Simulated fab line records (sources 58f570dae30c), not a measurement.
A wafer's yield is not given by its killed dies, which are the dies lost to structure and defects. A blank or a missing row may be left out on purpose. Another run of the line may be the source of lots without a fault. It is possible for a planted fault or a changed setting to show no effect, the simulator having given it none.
Matching of chambers / flow berkeleyCmos170 / UCB170_V1_CMP_02 on cmp-01 has 4 sister chambers
The step polishes SiO2. 14 wafers are shown with their chamber, then 7 later ones without.

== EACH WAFER AND ITS CHAMBER ==
wafer=L892.2; chamber=2; motorCurrentA (A)=18.8
wafer=L892.3; chamber=0; motorCurrentA (A)=17.3
wafer=L892.6; chamber=1; motorCurrentA (A)=15.8
wafer=L893.1; chamber=1; motorCurrentA (A)=15.7
wafer=L893.5; chamber=0; motorCurrentA (A)=16.1
wafer=L893.6; chamber=1; motorCurrentA (A)=14.7
wafer=L899.3; chamber=3; motorCurrentA (A)=15.7
wafer=L899.4; chamber=0; motorCurrentA (A)=17.1
wafer=L899.6; chamber=1; motorCurrentA (A)=16.4
wafer=L905.3; chamber=1; motorCurrentA (A)=15.8
wafer=L905.4; chamber=2; motorCurrentA (A)=19.6
wafer=L905.5; chamber=3; motorCurrentA (A)=15.8
wafer=L911.1; chamber=0; motorCurrentA (A)=15.6
wafer=L911.2; chamber=3; motorCurrentA (A)=15.4

SIGNATURES (means of the wafers above)
reading=motorCurrentA; chamber 0=16.525; chamber 1=15.680; chamber 2=19.200; chamber 3=15.633; scatter within a chamber=0.623
Rule: for a wafer and a chamber, the distance is found by dividing, reading by reading, the gap between the wafer's reading and the chamber's mean by the reading's scatter, squaring, summing and taking the root. The wafer belongs to the nearest chamber; if the next one is less than 2 further off, it can't be placed. How the scatter is found: for the shown wafers, subtract from each reading the mean of its chamber, square and add these, divide the total by (wafers less chambers), then take the root.

== WAFERS WITHOUT THEIR CHAMBER ==
wafer=L911.6; motorCurrentA (A)=15.0
wafer=L914.1; motorCurrentA (A)=19.3
wafer=L914.2; motorCurrentA (A)=14.3
wafer=L914.3; motorCurrentA (A)=17.1
wafer=L913.2; motorCurrentA (A)=17.7
wafer=L913.4; motorCurrentA (A)=18.4
wafer=L913.6; motorCurrentA (A)=15.9

== EACH ONE'S CHAMBER ==
wafer=L911.6; from the rows above=can't be placed: 3 or 1 or 0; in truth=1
wafer=L914.1; from the rows above=2; in truth=2
wafer=L914.2; from the rows above=can't be placed: 3 or 1 or 0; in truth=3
wafer=L914.3; from the rows above=can't be placed: 0 or 1 or 3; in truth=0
wafer=L913.2; from the rows above=can't be placed: 0 or 2 or 1 or 3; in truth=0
wafer=L913.4; from the rows above=can't be placed: 2 or 0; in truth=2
wafer=L913.6; from the rows above=can't be placed: 1 or 3 or 0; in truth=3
Correctly placed: 1 of 7. Can't be placed from these rows: 6 (the true chamber is among the candidates in 6). Wrongly placed: 0.
